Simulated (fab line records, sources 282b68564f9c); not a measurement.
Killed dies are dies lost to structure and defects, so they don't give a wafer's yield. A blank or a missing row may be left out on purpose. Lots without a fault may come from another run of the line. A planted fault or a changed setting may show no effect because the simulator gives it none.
fab line records | flow rit_cmos
record lots=7 wafers=21 last_day=7
route steps=202 shown PLDD@122 SPACER@125 NSD@131 M1@202
lots that met no fault: from a run of the same line without faults
start_h: hours from the record's first day to the start of the lot's first wafer shown | wait_h: hours since the lot's step before | " the same as in the row above | L1.1+2: a row that stands for several wafers | - no value, or no start given | * or withheld: withheld | < > ~ a bound
route shown NAME@n: a module of which the file shows steps, and the number in the route of the first | usual: mean/standard deviation of fault-free wafers | same: alike in all rows | chamber/n: place in a boat | sites: the reading at each site | _std_site: their standard deviation | _edge_site: outer sites' mean less inner sites' | radius_mm: how far each site lies from the wafer's centre | mask NAME#n: copy n | behind: the tool/chamber that last shaped the wafer | hold: why the lot was held/for how many hours/how that ended | device: the transistor (n, p or np) that didn't switch | end of line: the same wafers' tests at the end of the route | a step without rows: its recipe alone | killed: dies lost to structure and defects at the first sort, not the wafer's yield | map: a wafer's dies, x killed, . not, _ none there
set.NAME: the setting as run; set.NAME@STEP: as run at that earlier step | model.NAME: the simulator's own value behind a step, which no gauge read
lots at some steps of the route; a table a step, a row a wafer
services: from which hour (start_h, from the record's first day; less than 0 if before it) a tool's chamber was out of use, for how many hours, and why
## steps
# step RIT_PLDD_IMPLANT_08
# recipe species=BF2 energy_kev=19.87 dose_cm2=9e+14 tilt_deg=7
# step RIT_PLDD_STRIP_09
# recipe chemistry=O2 time_s=180 resist=NOVOLAK platen_temp_c=withheld power_w=500 pressure_mtorr=4000 o2_flow_sccm=4000
# usual drypump_motor_current_A=5.8/0.73
# columns lot.wafer tool chamber start_h wait_h drypump_motor_current_A rf_hours_counter_h
L386.1 plasma_asher-01 1 49.82 0.2 6.0 40
L386.2 " 0 " " 6.6 40
L386.6 " 1 " " 6.0 -
L390.1 plasma_asher-04 1 72.91 0.1 5.2 44
L390.5 " 0 " " 5.9 -
L390.6 " 1 " " 5.2 -
L392.1 plasma_asher-02 0 80.04 0.1 4.6 44
L392.2 " 1 " " 6.4 44
L392.4 " 1 " " 6.4 -
L393.1 plasma_asher-04 1 85.27 0.1 5.2 45
L393.2 " 0 " " 5.9 45
L393.5 " 0 " " 5.9 -
L394.1 plasma_asher-02 1 91.09 0.1 6.4 45
L394.2 " 0 " " 4.6 45
L394.3 " 0 " " 4.6 -
L396.3 plasma_asher-04 0 103.07 0.1 6.0 -
L396.4 " 1 " " 5.2 -
L396.5 " 1 " " 5.2 -
L406.2 plasma_asher-02 0 153.55 0.1 4.6 4
L406.3 " 1 " " 6.4 -
L406.4 " 0 " " 4.6 -
# step RIT_PLDD_TW_MEAS_10
# usual PLDD_TW=2346/19
# columns lot.wafer tool chamber start_h wait_h PLDD_TW
L386.1 film_metro-02 - 49.99 0.1 2346
L386.2 " - " " 2319
L386.6 " - " " 2341
L390.1 film_metro-01 - 73.09 0.1 2347
L390.5 " - " " 2347
L390.6 " - " " 2366
L392.1 film_metro-02 - 80.22 0.1 2359
L392.2 " - " " 2368
L392.4 " - " " 2369
L393.1 film_metro-01 - 85.44 0.1 2363
L393.2 " - " " 2338
L393.5 " - " " 2344
L394.1 film_metro-01 - 91.26 0.1 2364
L394.2 " - " " 2361
L394.3 " - " " 2348
L396.3 film_metro-01 - 103.21 0.1 2360
L396.4 " - " " 2367
L396.5 " - " " 2358
L406.2 film_metro-03 - 153.73 0.1 2326
L406.3 " - " " 2312
L406.4 " - " " 2313
# step RIT_SPACER_CLEAN_00
# recipe chemistry=SC1 mix=3:3:50 time_s=600 temp_c=75
# step RIT_SPACER_CLEAN_01
# recipe chemistry=dHF dilution=50:1 time_s=30
# step RIT_SPACER_CLEAN_02
# recipe chemistry=SC2 mix=3:3:50 time_s=600 temp_c=75 dry=n2_spin
# step RIT_SPACER_CVD_03
# recipe material=Si3N4 target_thk_nm=250 temp_c=810 precursor=SiH2Cl2/NH3 time_s=3300 pressure_mtorr=300 sih2cl2_flow_sccm=60 nh3_flow_sccm=150
# step RIT_SPACER_THK_MEAS_04
# recipe reads=Si3N4_of_SPACER_CVD_03
# usual SPACER_NITRIDE_THK=250.1/2.1
# columns lot.wafer tool chamber start_h wait_h SPACER_NITRIDE_THK[nm]
L386.1 film_metro-03 - 52.35 0.0 250.3
L386.2 " - " " 252.7
L386.6 " - " " 252.6
L390.1 film_metro-04 - 75.43 0.0 251.0
L390.5 " - " " 249.3
L390.6 " - " " 250.6
L392.1 film_metro-03 - 82.56 0.0 250.0
L392.2 " - " " 250.3
L392.4 " - " " 253.8
L393.1 film_metro-04 - 87.78 0.0 250.8
L393.2 " - " " 253.8
L393.5 " - " " 254.4
L394.1 film_metro-02 - 93.61 0.0 251.5
L394.2 " - " " 252.6
L394.3 " - " " 253.4
L396.3 film_metro-02 - 105.58 0.0 249.3
L396.4 " - " " 251.7
L396.5 " - " " 249.9
L406.2 film_metro-02 - 156.09 0.0 252.0
L406.3 " - " " 248.7
L406.4 " - " " 250.0
# step RIT_SPACER_ETCHBACK_05
# recipe target_depth_a=2500 SF6_flow_sccm=30 CHF3_flow_sccm=30 target=Si3N4 chemistry=SF6/CHF3 pressure_mtorr=40 rf_w=250 time_s=240 stop_on=SiO2
# usual drypump_motor_current_A=5.8/0.45 oes_product_au=0.845/0.014 throttle_valve_pct=10.31/0.2
# columns lot.wafer tool chamber start_h wait_h drypump_motor_current_A oes_product_au rf_hours_counter_h throttle_valve_pct
L386.1 rie_diel-03 0 52.41 0.1 6.4 0.855 90 10.50
L386.2 " 2 " " 5.6 0.841 110 10.40
L386.6 " 1 " " 6.0 0.845 - 9.90
L390.1 rie_diel-01 2 75.49 0.1 6.0 0.829 4 10.16
L390.5 " 0 " " 5.9 0.874 - 10.46
L390.6 " 1 " " 4.8 0.867 - 10.15
L392.1 rie_diel-01 2 82.62 0.1 6.0 0.824 4 10.14
L392.2 " 0 " " 5.9 0.872 122 10.49
L392.4 " 1 " " 4.8 0.865 35 10.15
L393.1 rie_diel-01 0 87.84 0.1 6.0 0.870 123 10.47
L393.2 " 1 " " 4.8 0.872 35 10.15
L393.5 " 3 " " 5.3 0.843 - 10.42
L394.1 rie_diel-03 3 93.67 0.1 5.7 0.845 100 10.25
L394.2 " 2 " " 5.6 0.850 110 10.39
L394.3 " 1 " " 6.0 0.853 48 9.92
L396.3 rie_diel-01 1 105.62 0.0 4.8 0.861 35 10.17
L396.4 " 2 " " 6.0 0.835 5 10.16
L396.5 " 3 " " 5.3 0.820 - 10.41
L406.2 rie_diel-02 1 156.14 0.0 5.9 0.856 126 10.60
L406.3 " 3 " " 6.0 0.828 54 10.17
L406.4 " 0 " " 5.7 0.836 85 10.45
# step RIT_NSD_HMDS_00
# recipe prime_time_s=60 prime_temp_c=140
# step RIT_NSD_COAT_01
# recipe resist=NOVOLAK spin_rpm=3250 resist_thk_nm=1000
# step RIT_NSD_SOFTBAKE_02
# recipe resist=NOVOLAK temp_c=90 time_s=60
# step RIT_NSD_EXPOSE_03
# recipe mask_id=M9 na=0.57 target_cd_nm=40700 dose_mj=250
# usual exposure_dose_mJ_cm2=249.99/0.21 stage_vel_mm_s=499.96/0.25
# columns lot.wafer tool chamber start_h wait_h mask exposure_dose_mJ_cm2 stage_vel_mm_s model.NSD.overlay_x_nm
L386.1 iline_stepper-01 0 53.14 0.2 M9#0 249.97 499.53 -0.3073
L386.2 " 0 " " M9#0 250.02 500.11 -0.3073
L386.6 " 0 " " M9#0 249.87 499.72 -0.3073
L390.1 iline_stepper-01 0 76.09 0.1 M9#0 250.16 499.52 0.4705
L390.5 " 0 " " M9#0 250.48 499.85 0.4705
L390.6 " 0 " " M9#0 249.95 499.35 0.4705
L392.1 iline_stepper-01 0 83.35 0.2 M9#0 249.98 499.88 3639
L392.2 " 0 " " M9#0 250.10 500.17 3639
L392.4 " 0 " " M9#0 250.05 500.43 3639
L393.1 iline_stepper-01 0 88.44 0.1 M9#0 250.25 499.77 3638
L393.2 " 0 " " M9#0 249.50 500.03 3638
L393.5 " 0 " " M9#0 249.92 499.83 3638
L394.1 iline_stepper-01 0 94.27 0.1 M9#0 249.98 499.82 3637
L394.2 " 0 " " M9#0 250.38 500.02 3637
L394.3 " 0 " " M9#0 250.27 499.92 3637
L396.3 iline_stepper-02 0 106.39 0.2 M9#0 249.95 499.98 -1.221
L396.4 " 0 " " M9#0 249.87 500.08 -1.221
L396.5 " 0 " " M9#0 249.95 500.05 -1.221
L406.2 iline_stepper-02 0 156.89 0.2 M9#0 249.91 499.99 -0.5579
L406.3 " 0 " " M9#0 250.10 500.27 -0.5579
L406.4 " 0 " " M9#0 249.87 499.59 -0.5579
# step RIT_NSD_PEB_04
# recipe resist=NOVOLAK temp_c=withheld time_s=withheld
# step RIT_NSD_DEVELOP_05
# recipe resist=NOVOLAK develop_time_s=50 dev_temp_c=23
# step RIT_NSD_OVL_MEAS_06
# usual NSD_OVL=0.0/1.1
# columns lot.wafer tool chamber start_h wait_h NSD_OVL[nm]
L386.1 overlay-01 - 53.54 - -0.4
L386.2 " - " " 0.3
L386.6 " - " " -0.3
L390.1 overlay-02 - 76.49 - 0.4
L390.5 " - " " 0.0
L390.6 " - " " 1.1
L392.1 overlay-01 - 83.75 - 3638.9
L392.2 " - " " 3638.4
L392.4 " - " " 3638.6
L393.1 overlay-01 - 88.84 - 3636.8
L393.2 " - " " 3637.8
L393.5 " - " " 3636.7
L394.1 overlay-02 - 94.67 - 3637.3
L394.2 " - " " 3637.4
L394.3 " - " " 3636.3
L396.3 overlay-02 - 106.76 - 1.5
L396.4 " - " " -0.3
L396.5 " - " " -1.2
L406.2 overlay-02 - 157.27 - -0.8
L406.3 " - " " -0.4
L406.4 " - " " -0.5
# step RIT_NSD_HARDBAKE_07
# recipe resist=NOVOLAK temp_c=140 time_s=60
# step RIT_M1_PROBE_99
# usual killed_at_contacts=0.1/0.23 killed_at_front_end=6/3.2 killed_dies=7/3.2 killed_on_rim=1.7/1.4 killed_open=3.4/1.8 killed_short=3.2/2.3
# same gross_dies=264 killed_at_M0_to_M3=0 killed_at_M4_up=0 killed_at_back_side=0 killed_at_other=0
# columns lot.wafer tool chamber start_h wait_h killed_at_contacts killed_at_front_end killed_dies killed_on_rim killed_open killed_short model.etest.nmos_0p15.junction_log10_a_um model.etest.nmos_0p3.off_log10_a_um model.etest.gate_end_array.leak_log10_a_um model.etest.nmos_0p3.bv_v model.etest.nmos_0p15.bv_v model.etest.nmos_0p15.off_log10_a_um model.etest.retro_edge_nmos.off_log10_a_um model.etest.pmos_0p15.short
L386.1 prober-02 - 63.65 0.1 0 8 8 1 4 4 -13.63 -12.97 -12.77 5.498 5.498 -10.06 -10 0
L386.2 prober-02 - 63.70 0.1 0 7 7 2 3 4 -13.5 -13.07 -12.84 5.573 5.573 -10.11 -10.06 0
L386.6 prober-02 - 63.90 0.2 0 10 10 3 4 6 -13.6 -13.15 -12.91 5.541 5.541 -10.22 -10.09 0
L390.1 prober-02 - 86.56 0.1 0 6 6 1 3 3 -13.46 -13.24 -13.15 5.535 5.535 -10.23 -10.04 0
L390.5 prober-02 - 86.76 0.2 0 8 8 2 4 4 -13.57 -13.12 -12.93 5.531 5.531 -9.979 -9.847 0
L390.6 prober-02 - 86.81 0.2 0 5 5 0 4 1 -13.58 -12.89 -12.76 5.445 5.445 -9.787 -9.618 0
L392.1 prober-02 - 93.95 0.1 0 259 259 70 3 2 -8.412 -8.27 -8.27 3.434 3.458 -8.445 -8.445 1
L392.2 prober-02 - 94.00 0.1 1 261 262 69 6 4 - - - 1.536 1.536 - - 1
L392.4 prober-02 - 94.10 0.2 1 256 257 68 4 6 -8.375 -8.09 -8.09 3.297 3.311 -8.439 -8.439 1
L394.1 prober-02 - 104.97 0.1 0 255 255 68 1 2 - - - - - - - 1
L394.2 prober-02 - 105.02 0.1 0 252 252 69 7 5 -8.294 -7.934 -7.934 2.925 2.916 -8.284 -8.284 1
L394.3 prober-02 - 105.07 0.2 0 256 256 69 1 4 -8.287 -7.982 -7.982 2.908 2.907 -8.258 -8.258 1
L396.3 prober-02 - 117.24 0.2 0 3 3 1 3 0 -13.58 -13.04 -12.86 5.491 5.491 -10.02 -9.966 0
L396.4 prober-02 - 117.29 0.2 0 5 5 0 2 3 -13.38 -13.19 -13.07 5.553 5.553 -9.841 -9.608 0
L396.5 prober-02 - 117.34 0.2 1 6 7 1 3 4 -13.73 -13.13 -12.94 5.516 5.516 -10.03 -10.07 0
L406.2 prober-02 - 167.32 0.1 0 6 6 1 3 3 -13.73 -13.07 -12.83 5.569 5.569 -10.14 -10.08 0
L406.3 prober-02 - 167.37 0.2 0 20 20 6 8 12 -13.54 -13.18 -12.98 5.512 5.512 -10.41 -10.29 0
L406.4 prober-02 - 167.42 0.2 0 5 5 0 3 2 -13.27 -13.18 -12.99 5.551 5.551 -10.13 -10.1 0
# killed by level:class
L386.1 FOX1:geometric_particle:short=3 ACTIVE:geometric_particle:open=1 GATE:geometric_particle:open=1 REOX:geometric_particle:open=1 SPACER:geometric_particle:short=1 SILICIDE:geometric_particle:open=1
L386.2 GATE:geometric_particle:open=2 FOX1:geometric_particle:short=1 FOX2:geometric_particle:short=1 FOX2:geometric_particle:open=1 GATE:geometric_particle:short=1 REOX:geometric_particle:short=1
L386.6 GATE:geometric_particle:short=2 ACTIVE:geometric_particle:short=1 FOX1:geometric_particle:short=1 GATE:geometric_particle:open=1 REOX:geometric_particle:open=1 REOX:geometric_particle:short=1 SPACER:geometric_particle:open=1 SILICIDE:geometric_particle:open=1
L390.1 FOX2:geometric_particle:short=2 SPACER:geometric_particle:open=2 FOX1:geometric_particle:open=1 SILICIDE:geometric_particle:short=1
L390.5 SILICIDE:geometric_particle:open=2 ACTIVE:geometric_particle:open=1 GATE:geometric_particle:short=1 GATE:geometric_particle:open=1 REOX:geometric_particle:short=1 SPACER:geometric_particle:short=1 SILICIDE:geometric_particle:short=1
L390.6 GATE:geometric_particle:open=3 FOX2:geometric_particle:open=1 GATE:geometric_particle:short=1
L392.1 NSD:overlay=254 GATE:geometric_particle:open=2 GATE:geometric_particle:short=1 SPACER:geometric_particle:short=1 SILICIDE:geometric_particle:open=1
L392.2 NSD:overlay=252 FOX2:geometric_particle:short=2 FOX1:geometric_particle:short=1 FOX1:geometric_particle:open=1 FOX2:geometric_particle:open=1 GATE:geometric_particle:open=1 REOX:geometric_particle:short=1 SPACER:geometric_particle:open=1
L392.4 NSD:overlay=247 FOX1:geometric_particle:short=3 FOX1:geometric_particle:open=1 FOX2:geometric_particle:open=1 GATE:geometric_particle:short=1 REOX:geometric_particle:short=1 REOX:geometric_particle:open=1 SILICIDE:geometric_particle:short=1
L394.1 NSD:overlay=252 FOX1:geometric_particle:short=1 FOX2:geometric_particle:open=1 GATE:geometric_particle:short=1
L394.2 NSD:overlay=240 SPACER:geometric_particle:open=3 GATE:geometric_particle:open=2 SPACER:geometric_particle:short=2 FOX1:geometric_particle:open=1 FOX1:geometric_particle:short=1 GATE:geometric_particle:short=1 REOX:geometric_particle:short=1
L394.3 NSD:overlay=251 GATE:geometric_particle:short=2 SPACER:geometric_particle:short=2 REOX:geometric_particle:open=1
L396.3 FOX1:geometric_particle:open=2 GATE:geometric_particle:open=1
L396.4 GATE:geometric_particle:short=2 GATE:geometric_particle:open=2 SILICIDE:geometric_particle:short=1
L396.5 GATE:geometric_particle:short=3 FOX1:geometric_particle:open=1 REOX:geometric_particle:open=1 REOX:geometric_particle:short=1 CONTACT:geometric_particle:open=1
L406.2 GATE:geometric_particle:open=2 SILICIDE:geometric_particle:short=2 FOX2:geometric_particle:open=1 SPACER:geometric_particle:short=1
L406.3 GATE:geometric_particle:short=7 GATE:geometric_particle:open=6 REOX:geometric_particle:short=2 ACTIVE:geometric_particle:short=1 FOX1:geometric_particle:short=1 FOX2:geometric_particle:short=1 REOX:geometric_particle:open=1 SILICIDE:geometric_particle:open=1
L406.4 GATE:geometric_particle:short=2 REOX:geometric_particle:open=2 FOX2:geometric_particle:open=1
# map L392.2 (x killed, . not)
________xxxxxxx_______
_____xxxxxxxxxxxxx____
____xxxxxxxxxxxxxxx___
___xxxxxxxxxxxxxxxxx__
__xxxxxxxxxxxxxxxxxxx_
__xxxxxxxxxxx.xxxxxxx_
_xxxxxxxxxxxxxxxxxxxxx
_xxxxxxxxxxxxxxxxxxxxx
_xxxxxxxxxxxxxxxxxxxxx
_xxxxxxxxxxxxxxxxxxxxx
__xxxxxxxxxxxxxxxxxxx_
__xxxxxxxxxxxxxxxxxxx_
___xxxxxxxxxxxxxxxxx__
____xxxxxxxxxxxxxxx___
_____xxxxxxxxxxxxx____
________xxx.xxx_______
# map L394.3 (x killed, . not)
________xxxxxxx_______
_____xxxxxxxxxxxx.____
____xxxxxxxxxxxxxxx___
___xxxxxxxxxxxxx.xxx__
__xxxxxxxxxxxxxxxxxxx_
__x.xxxxxxxxx.xxxxxxx_
_xxxxxxxxxxxxxxxxxxxxx
_xx.xxxxxxxxxxxxxxxxxx
_xxxxxxxxxxxxxxxxxxxxx
_xxxxxxxxxxxxxxxxxxxxx
__xx.xxxxxxxxxx.xxxxx_
__xxxxxxxxxxxxxxxxxxx_
___xxxxxxxxxxxx.xxxx__
____xxxxxxxxxxxxxxx___
_____xxxxxxxxxxxxx____
________xxxxxxx_______
## services
# columns tool chamber start_h hours kind
rie_diel-03 - 34.93 0.7 repair
rie_diel-02 1 43.86 9.4 repair
rie_diel-03 3 45.66 4.7 repair
plasma_asher-04 - 52.09 2.0 repair
rie_diel-03 3 53.15 5.8 repair
plasma_asher-04 - 81.01 2.8 pm
rie_diel-02 0 87.69 5.5 repair
rie_diel-01 - 92.12 0.7 repair
plasma_asher-02 - 108.75 9.0 pm
plasma_asher-02 0 108.75 9.0 vent_cycle
plasma_asher-02 1 108.75 9.0 vent_cycle
iline_stepper-02 - 110.15 1.7 pm
iline_stepper-01 - 113.32 1.7 pm
rie_diel-01 - 115.59 14.6 pm
plasma_asher-02 0 117.75 - clean
plasma_asher-02 1 117.75 - clean
iline_stepper-02 - 119.40 11.1 repair
rie_diel-02 0 125.95 1.6 repair
rie_diel-02 2 135.33 16.1 repair
rie_diel-01 2 138.17 9.5 repair
rie_diel-03 3 140.91 4.5 repair
rie_diel-01 1 143.35 3.8 repair
## key
first_sign step=RIT_NSD_OVL_MEAS_06 reading=NSD_OVL direction=up sigmas=99+ usual=0.0 struck=3637.6
effect step=RIT_M1_PROBE_99 reading=killed_at_front_end direction=up sigmas=79 usual=6 struck=256
model_effect step=RIT_NSD_EXPOSE_03 value=NSD.overlay_x_nm without=0.8549 struck=3638
model_effect step=RIT_M1_PROBE_99 value=etest.nmos_0p15.junction_log10_a_um without=-13.69 struck=-8.342
more_kills_born_at RIT_NSD_EXPOSE_03@iline_stepper-01=1496
met_at RIT_NSD_EXPOSE_03
struck_wafers L392.1,L392.2,L392.4,L393.1,L393.2,L393.5,L394.1,L394.2,L394.3
rows_end L393.1,L393.2,L393.5
tester_left_out L392,L394
onset_between 76.09 83.35
fault kind=scanner_matching_overlay tool=iline_stepper-01 chamber=- onset_h=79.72 steps=RIT_NSD_EXPOSE_03 offset=3637.4
# tester_left_out: of these lots the tester's yield and bins aren't shown, on N5 and GAA mostly nor the transistor test; their killed dies are dies lost to structure and defects alone, not to doping, threshold or leakage, so they don't give the yield
# rows_end: these wafers met a further fault down the route, and their rows from its step on are left out
